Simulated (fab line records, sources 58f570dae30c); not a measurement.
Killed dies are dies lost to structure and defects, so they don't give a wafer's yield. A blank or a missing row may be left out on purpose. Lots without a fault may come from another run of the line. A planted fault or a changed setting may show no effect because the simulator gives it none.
A struck lot beside a sound one | flow berkeley_cmos170 | 19 steps out of a route of 331
Sound: wafers L986.1, L986.4, L986.6. Struck: wafer L999.3. (L999.2, L999.6 of the same lot were not struck and are left out.) The cause comes at the end.
At each step with rows: each side's tool, then ch and its chambers, then its first start. Under that, the readings that differ: sound wafers | struck wafers | difference of the means | sigmas: that difference in standard deviations of wafers without a fault.
alike: readings whose means differ by less than 2 such deviations, and words and numbers that are the same on both sides. not compared: withheld readings, readings that some wafer has no value for, bounds like >300 that may hide the same value, and numbers for which the record gives no deviation and whose values overlap.
The two part at a step that has a row with sigmas, a row that says differs or no value, or rows on one side only. Numbers that don't overlap but have no deviation are shown without sigmas and don't part them. A reading that every wafer of one side lacks parts them only if that side has two wafers or more.

first, 2 steps without rows for these wafers: UCB170_GATE_ANNEAL_03 (time 1874 s); UCB170_GATE_CVD_04 (deposits poly-Si from SiH4, time 1440 s, target thk 214 nm).
UCB170_GATE_THK_MEAS_05:
  sound on film_metro-04, day 7 09:53; struck on film_metro-04, day 9 20:38
  reading            | sound             | struck | difference | sigmas
  GATE_POLY_THK (nm) | 213.7 213.8 214.4 | 210.0  | -4.0       | -2
then, 6 steps without rows for these wafers: UCB170_GATE_COAT_06; UCB170_GATE_COAT_07 (resist thk 900 nm); UCB170_GATE_SOFTBAKE_08 (time 60 s); UCB170_GATE_EXPOSE_09 (exposes mask POLY, target cd 350 nm); UCB170_GATE_PEB_10; UCB170_GATE_DEVELOP_11 (develop time 45 s).
UCB170_GATE_CD_MEAS_12: target cd 350 nm.
  sound on cd_sem-01, day 7 12:08; struck on cd_sem-01, day 9 22:31
  alike: cd_nm
UCB170_GATE_OVL_MEAS_13:
  sound on overlay-01, day 7 12:16; struck on overlay-02, day 9 22:38
  alike: GATE_OVL
UCB170_GATE_ETCH_14: etches BARC in N2/H2.
  sound on rie_diel-04 ch 0,1, day 7 12:18; struck on rie_diel-02 ch 2, day 9 22:40
  reading                     | sound       | struck | difference | sigmas
  drypump_motor_current_A (A) | 6.1 6.1 6.1 | 4.9    | -1.2       | -2
  alike: oes_product_au, throttle_valve_pct
UCB170_GATE_ETCH_15: etches poly-Si in HBr/Cl2, stops on SiO2, time 56.3 s, target depth 278.2 nm.
  sound on rie_si-01 ch 0,1,2, day 7 12:20; struck on rie_si-02 ch 2, day 9 22:42
  reading                               | sound             | struck | difference | sigmas
  oes_product_au (a.u.)                 | 0.822 0.824 0.813 | 0.646  | -0.174     | -13
  model.GATE.feature_depth_nm (nm)      | 213.8 213.8 214.4 | 141.8  | -72.2      |
  model.etch.depth_nm (nm)              | 213.8 213.8 214.4 | 141.8  | -72.2      |
  model.KrF_of_GATE_COAT_07.thk_nm (nm) | 778.2 773.7 771.4 | 823.6  | +49.2      |
  alike: HBr_flow_sccm, drypump_motor_current_A, mfc_cl2_sccm, throttle_valve_pct
  not compared: rf_hours_counter_h
UCB170_GATE_STRIP_16: strips in O2.
  sound on plasma_asher-02 ch 0,1, day 7 12:23; struck on plasma_asher-02 ch 1, day 9 22:45
  alike: drypump_motor_current_A, oes_product_au
  not compared: rf_hours_counter_h
UCB170_GATE_CD_MEAS_90: target cd 350 nm.
  sound on cd_sem-02, day 7 12:29; struck on cd_sem-01, day 9 22:53
  alike: cd_nm
then, 1 step without rows for these wafers: UCB170_GATE_CLEAN_17 (cleans in SPM, time 600 s).
UCB170_PLDD_HMDS_00: prime time 60 s.
  the record has rows for the sound wafers here (litho_track-03 ch 0, day 7 13:36) and none for the struck ones
UCB170_PLDD_COAT_01: resist thk 900 nm.
  the record has rows for the sound wafers here (litho_track-03 ch 0, day 7 13:45) and none for the struck ones
UCB170_M3_PROBE_99:
  sound on prober-01, day 9 08:51; struck on prober-02, day 11 19:32
  reading                             | sound | struck | difference | sigmas
  model.etest.antenna_poly.over_limit | 0 0 0 | 1      | +1         |
  model.etest.ppoly_line.short        | 0 0 0 | 1      | +1         |
  model.etest.antenna_m3.short        | 0 0 0 | 1      | +1         |
  model.etest.pmos_narrow.over_limit  | 0 0 0 | 1      | +1         |
  model.etest.field_p.short           | 0 0 0 | 1      | +1         |
  model.etest.pmos_0p35.short         | 0 0 0 | 1      | +1         |
  model.etest.nmos_0p6.over_limit     | 0 0 0 | 1      | +1         |
  model.etest.iso_nplus_nwell.short   | 0 0 0 | 1      | +1         |

WHERE THEY PART
First at UCB170_GATE_THK_MEAS_05; last, within this record, at UCB170_PLDD_COAT_01.

WHY: what the simulator had put in
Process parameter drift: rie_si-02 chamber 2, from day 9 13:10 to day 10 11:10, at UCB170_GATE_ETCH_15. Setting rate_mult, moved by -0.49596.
